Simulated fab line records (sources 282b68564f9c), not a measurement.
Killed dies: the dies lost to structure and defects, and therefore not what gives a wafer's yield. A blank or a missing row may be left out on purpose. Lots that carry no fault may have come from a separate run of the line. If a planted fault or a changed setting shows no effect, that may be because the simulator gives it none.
Which tool was responsible? :: flow rit cmos :: 15 lots with 45 wafers sampled at 3 steps, on a route of 202 steps

== WHAT THE GAUGES SHOWED, per wafer ==
RIT_NWELL_OVL_MEAS_06.
lot: L475
measured: day 2 07:38
on: overlay-02
NWELL_OVL (nm): -2.7 -0.1 -1.4

lot: L478
measured: day 2 22:24
on: overlay-01
NWELL_OVL (nm): - - -

lot: L479
measured: day 3 03:46
on: overlay-01
NWELL_OVL (nm): - - -

lot: L480
measured: day 3 08:55
on: overlay-02
NWELL_OVL (nm): - - -

lot: L484
measured: day 4 04:56
on: overlay-02
NWELL_OVL (nm): -1.4 -2.4 -1.7

lot: L485
measured: day 4 08:58
on: overlay-01
NWELL_OVL (nm): -2.7 -3.0 -3.7

lot: L486
measured: day 4 15:20
on: overlay-02
NWELL_OVL (nm): 0.5 -0.9 -1.7

lot: L487
measured: day 4 19:02
on: overlay-02
NWELL_OVL (nm): -3.3 -3.0 -3.6

lot: L489
measured: day 5 06:50
on: overlay-02
NWELL_OVL (nm): 0.4 0.7 -0.5

lot: L490
measured: day 5 11:02
on: overlay-02
NWELL_OVL (nm): -1.2 -0.7 -1.0

lot: L491
measured: day 5 15:40
on: overlay-02
NWELL_OVL (nm): 0.3 0.6 -0.2

lot: L493
measured: day 6 02:44
on: overlay-01
NWELL_OVL (nm): -2.2 -2.7 -2.1

lot: L494
measured: day 6 05:32
on: overlay-02
NWELL_OVL (nm): 0.0 0.0 1.6

lot: L495
measured: day 6 12:59
on: overlay-02
NWELL_OVL (nm): -2.3 -3.2 -2.1

lot: L496
measured: day 6 15:35
on: overlay-02
NWELL_OVL (nm): 0.8 -0.2 -1.0

RIT_PWELL_TW_MEAS_10.
lot: L475
measured: day 2 09:53
on: film metro-01
PWELL_TW: 942 942 941

lot: L478
measured: day 3 00:34
on: film metro-04
PWELL_TW: 2159 2150 2179

lot: L479
measured: day 3 06:03
on: film metro-04
PWELL_TW: 2169 2162 2154

lot: L480
measured: day 3 11:13
on: film metro-03
PWELL_TW: 2155 2145 2162

lot: L484
measured: day 4 07:19
on: film metro-04
PWELL_TW: 935 937 946

lot: L485
measured: day 4 11:08
on: film metro-01
PWELL_TW: 943 941 940

lot: L486
measured: day 4 17:34
on: film metro-04
PWELL_TW: 940 937 936

lot: L487
measured: day 4 21:13
on: film metro-03
PWELL_TW: 943 935 937

lot: L489
measured: day 5 09:08
on: film metro-01
PWELL_TW: 948 945 949

lot: L490
measured: day 5 13:19
on: film metro-01
PWELL_TW: 945 944 948

lot: L491
measured: day 5 17:50
on: film metro-04
PWELL_TW: 932 936 936

lot: L493
measured: day 6 04:54
on: film metro-01
PWELL_TW: 940 945 938

lot: L494
measured: day 6 07:50
on: film metro-04
PWELL_TW: 934 932 931

lot: L495
measured: day 6 15:22
on: film metro-03
PWELL_TW: 932 935 933

lot: L496
measured: day 6 17:58
on: film metro-01
PWELL_TW: 943 941 940

== TOOL THAT RAN EACH LOT (tool first, then ch and the chambers of the sampled wafers, then the start) ==
lot: L475
RIT_NWELL_COAT_01: litho track-01 ch 0, day 2 06:58

lot: L478
RIT_NWELL_COAT_01: litho track-02, day 2 21:41

lot: L479
RIT_NWELL_COAT_01: litho track-02, day 3 03:04

lot: L480
RIT_NWELL_COAT_01: litho track-01, day 3 08:13

lot: L484
RIT_NWELL_COAT_01: litho track-01 ch 0, day 4 04:05

lot: L485
RIT_NWELL_COAT_01: litho track-01 ch 0, day 4 07:58

lot: L486
RIT_NWELL_COAT_01: litho track-02 ch 0, day 4 14:38

lot: L487
RIT_NWELL_COAT_01: litho track-01 ch 0, day 4 18:18

lot: L489
RIT_NWELL_COAT_01: litho track-02 ch 0, day 5 06:08

lot: L490
RIT_NWELL_COAT_01: litho track-02 ch 0, day 5 10:19

lot: L491
RIT_NWELL_COAT_01: litho track-04 ch 0, day 5 14:56

lot: L493
RIT_NWELL_COAT_01: litho track-04 ch 0, day 6 01:54

lot: L494
RIT_NWELL_COAT_01: litho track-01 ch 0, day 6 04:52

lot: L495
RIT_NWELL_COAT_01: litho track-01 ch 0, day 6 12:08

lot: L496
RIT_NWELL_COAT_01: litho track-01 ch 0, day 6 14:53
- RIT_NWELL_COAT_01: resist thk 1321 nm.

== WHAT THE TOOLS THEMSELVES READ (means of the sampled wafers that have a number; where no wafer has one, the mark that the record gives instead) ==
RIT_NWELL_COAT_01.
lot: L475
tool: litho track-01
chill plate temp C (C): 23.04
dispense pressure kPa (kPa): 54.6
spin speed rpm (rpm): 1998.7

lot: L478
tool: litho track-02
chill plate temp C (C): -
dispense pressure kPa (kPa): -
spin speed rpm (rpm): -

lot: L479
tool: litho track-02
chill plate temp C (C): -
dispense pressure kPa (kPa): -
spin speed rpm (rpm): -

lot: L480
tool: litho track-01
chill plate temp C (C): -
dispense pressure kPa (kPa): -
spin speed rpm (rpm): -

lot: L484
tool: litho track-01
chill plate temp C (C): 23.03
dispense pressure kPa (kPa): 54.6
spin speed rpm (rpm): 1999.9

lot: L485
tool: litho track-01
chill plate temp C (C): 23.04
dispense pressure kPa (kPa): 54.6
spin speed rpm (rpm): 2001.2

lot: L486
tool: litho track-02
chill plate temp C (C): 23.00
dispense pressure kPa (kPa): 50.6
spin speed rpm (rpm): 2000.5

lot: L487
tool: litho track-01
chill plate temp C (C): 23.08
dispense pressure kPa (kPa): 54.5
spin speed rpm (rpm): 1998.8

lot: L489
tool: litho track-02
chill plate temp C (C): 23.03
dispense pressure kPa (kPa): 50.6
spin speed rpm (rpm): 2000.5

lot: L490
tool: litho track-02
chill plate temp C (C): 22.89
dispense pressure kPa (kPa): 50.6
spin speed rpm (rpm): 2000.1

lot: L491
tool: litho track-04
chill plate temp C (C): 23.02
dispense pressure kPa (kPa): 58.2
spin speed rpm (rpm): 1999.7

lot: L493
tool: litho track-04
chill plate temp C (C): 22.99
dispense pressure kPa (kPa): 58.2
spin speed rpm (rpm): 2000.2

lot: L494
tool: litho track-01
chill plate temp C (C): 22.98
dispense pressure kPa (kPa): 54.5
spin speed rpm (rpm): 2000.4

lot: L495
tool: litho track-01
chill plate temp C (C): 22.77
dispense pressure kPa (kPa): 54.6
spin speed rpm (rpm): 2000.7

lot: L496
tool: litho track-01
chill plate temp C (C): 22.89
dispense pressure kPa (kPa): 54.6
spin speed rpm (rpm): 2001.0

== THE ANSWER, worked out from the rows above alone ==
Rule: the lots themselves supply what counts as usual. The widest of any qualifying gaps counts: lots, ordered by their means at a reading, are off when they make up no more than a third of the lots, leave a main group of 4 or more, and stand apart from it by 3 or more times the standard deviation of that group's means. If all means in a main group match to the digits the tables above print for the reading, that group is not used. A lot without any number at a reading at which 4 lots or more have one is off too. Any other lot the step has rows for is counted as sound. After the gauges, taken in route order, come the tools' own readings; for these a lot's mean is taken, as printed above. At the first step where some lot is off, the reading lying furthest off is the one used; lots without a number count as furthest.
Off: L478, L479, L480, seen at RIT_NWELL_OVL_MEAS_06 (NWELL_OVL). Without a number there: L478, L479, L480. For the main group the mean is -1.3 nm and the standard deviation 1.3.
A tool fits if, at a process step before that reading, it ran every lot that is off, and no sound lot after the first of them. The gauges at RIT_NWELL_OVL_MEAS_06 aren't tried: what is off there is off at RIT_PWELL_TW_MEAS_10 too, on other tools, and a gauge's error can't cause that. No candidate that was tried fits.

== WHAT WAS PUT IN BY THE SIMULATOR ==
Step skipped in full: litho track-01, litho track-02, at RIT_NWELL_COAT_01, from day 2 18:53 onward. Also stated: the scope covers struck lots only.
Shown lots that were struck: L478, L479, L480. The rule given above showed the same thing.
